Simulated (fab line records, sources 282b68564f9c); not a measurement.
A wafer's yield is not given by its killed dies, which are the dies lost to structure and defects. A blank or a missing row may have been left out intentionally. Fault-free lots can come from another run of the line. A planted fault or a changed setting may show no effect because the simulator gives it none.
Which tool did it? | flow rit-cmos | Sampling: 14 lots, 42 wafers, 2 of 202 route steps

== WHAT THE GAUGES READ, wafer by wafer ==
The record lacks any reading of a measuring or inspecting step that a usual standard deviation could be used to judge.

== TOOL THAT RAN EACH LOT (tool first, then ch and the chambers of the sampled wafers, then the start) ==
lot  | RIT_M1_EXPOSE_06                   | RIT_M1_PROBE_99
L708 | iline-stepper-01 ch 0, day 3 05:58 | prober-02, day 3 09:05
L710 | iline-stepper-01 ch 0, day 3 17:25 | prober-02, day 3 20:35
L712 | iline-stepper-01 ch 0, day 4 04:43 | prober-02, day 4 08:23
L713 | iline-stepper-01 ch 0, day 4 07:41 | prober-01, day 4 11:32
L715 | iline-stepper-01 ch 0, day 4 19:47 | prober-01, day 4 22:56
L717 | iline-stepper-02 ch 0, day 5 02:28 | prober-01, day 5 05:33
L719 | iline-stepper-01 ch 0, day 5 15:08 | prober-01, day 5 18:58
L720 | iline-stepper-02 ch 0, day 5 17:56 | prober-02, day 5 22:50
L721 | iline-stepper-01 ch 0, day 5 22:53 | prober-01, day 6 05:25
L723 | iline-stepper-02 ch 0, day 6 11:55 | prober-01, day 6 15:58
L724 | iline-stepper-02 ch 0, day 6 15:48 | prober-02, day 6 21:19
L725 | iline-stepper-01 ch 0, day 6 21:25 | prober-01, day 7 00:39
L730 | iline-stepper-01 ch 0, day 8 02:22 | prober-02, day 8 06:52
L731 | iline-stepper-01 ch 0, day 8 12:47 | prober-01, day 8 15:55
- RIT_M1_EXPOSE_06: exposes mask M12, target cd 2600 nm.
- RIT_M1_PROBE_99

== WHAT THE TOOLS THEMSELVES READ (means of the sampled wafers that have a number; where no wafer has one, the mark that the record gives instead) ==
RIT_M1_EXPOSE_06. Usual: exposure-dose-mJ-cm2 249.93, standard deviation 0.24; reticle-temp-C 22.98 C, standard deviation 0.13.
lot  | tool             | exposure-dose-mJ-cm2 | reticle-temp-C (C) | flag
L708 | iline-stepper-01 | 250.29               | 23.03              |
L710 | iline-stepper-01 | 250.14               | 23.05              |
L712 | iline-stepper-01 | 249.94               | 23.10              |
L713 | iline-stepper-01 | 249.58               | 22.99              |
L715 | iline-stepper-01 | 249.65               | 22.96              |
L717 | iline-stepper-02 | 249.85               | 22.99              |
L719 | iline-stepper-01 | 249.86               | 22.86              |
L720 | iline-stepper-02 | 250.17               | 22.80              |
L721 | iline-stepper-01 | 249.99               | 23.02              |
L723 | iline-stepper-02 | 249.70               | 22.90              |
L724 | iline-stepper-02 | 249.98               | 22.79              |
L725 | iline-stepper-01 | 250.11               | 23.13              |
L730 | iline-stepper-01 | 252.20               | 22.98              | OFF
L731 | iline-stepper-01 | 251.20               | 22.85              | OFF

RIT_M1_PROBE_99. Usual: killed-at-contacts 0.1, standard deviation 0.27; killed-at-front-end 6.4, standard deviation 2.9; killed-dies 6.5, standard deviation 3; killed-open 3.3, standard deviation 1.9; killed-short 3.2, standard deviation 1.7.
lot  | tool      | killed-at-contacts | killed-at-front-end | killed-dies | killed-open | killed-short | flag
L708 | prober-02 | 0.0                | 4.3                 | 4.3         | 1.7         | 2.7          |
L710 | prober-02 | 0.0                | 7.3                 | 7.3         | 3.7         | 3.7          |
L712 | prober-02 | 0.0                | 6.0                 | 6.0         | 2.3         | 3.7          |
L713 | prober-01 | 0.3                | 3.7                 | 4.0         | 1.7         | 2.3          |
L715 | prober-01 | 0.0                | 5.0                 | 5.0         | 2.7         | 2.3          |
L717 | prober-01 | 0.0                | 4.3                 | 4.3         | 2.3         | 2.0          |
L719 | prober-01 | 0.0                | 6.0                 | 6.0         | 3.0         | 3.0          |
L720 | prober-02 | 0.3                | 10.7                | 11.0        | 6.0         | 5.0          |
L721 | prober-01 | 0.0                | 6.0                 | 6.0         | 2.3         | 3.7          |
L723 | prober-01 | 0.0                | 5.0                 | 5.0         | 2.3         | 2.7          |
L724 | prober-02 | 0.0                | 4.7                 | 4.7         | 2.0         | 2.7          |
L725 | prober-01 | 0.3                | 8.3                 | 8.7         | 5.0         | 3.7          |
L730 | prober-02 | 0.0                | 8.7                 | 8.7         | 5.0         | 3.7          |
L731 | prober-01 | 0.0                | 7.3                 | 7.3         | 3.7         | 3.7          |

== THE ANSWER, worked out from the rows above alone ==
Rule: take the mean of a lot's wafers that have a number; if it is more than 3 standard deviations from the usual mean, the lot is off. Also off: a lot with no number at a reading for which 4 or more lots have one. The other lots that the step has rows for count as sound. First the gauges in route order, then the tools' own readings, where a lot's mean is used as printed above. At the first step where some lot is off, the reading lying furthest off is the one used; lots without a number count as furthest.
Off: L730, L731, at RIT_M1_EXPOSE_06 (exposure-dose-mJ-cm2).
If a tool, at that step or one of the process steps before it, ran each lot that is off and ran no sound lot following the first of them, it fits. One fits: RIT_M1_EXPOSE_06 on iline-stepper-01. Its last sound lot is L725 (day 6 21:25), its first lot that is off L730 (day 8 02:22): a fault that began between those two fits.
On the lots that are off, the tool's own readings at RIT_M1_EXPOSE_06 differ by more than 5 times the standard deviation of the sound lots' means, which bears it out; exposure-dose-mJ-cm2 reads 251.70 there versus 249.94 on the sound lots.

== WHAT THE SIMULATOR PUT IN ==
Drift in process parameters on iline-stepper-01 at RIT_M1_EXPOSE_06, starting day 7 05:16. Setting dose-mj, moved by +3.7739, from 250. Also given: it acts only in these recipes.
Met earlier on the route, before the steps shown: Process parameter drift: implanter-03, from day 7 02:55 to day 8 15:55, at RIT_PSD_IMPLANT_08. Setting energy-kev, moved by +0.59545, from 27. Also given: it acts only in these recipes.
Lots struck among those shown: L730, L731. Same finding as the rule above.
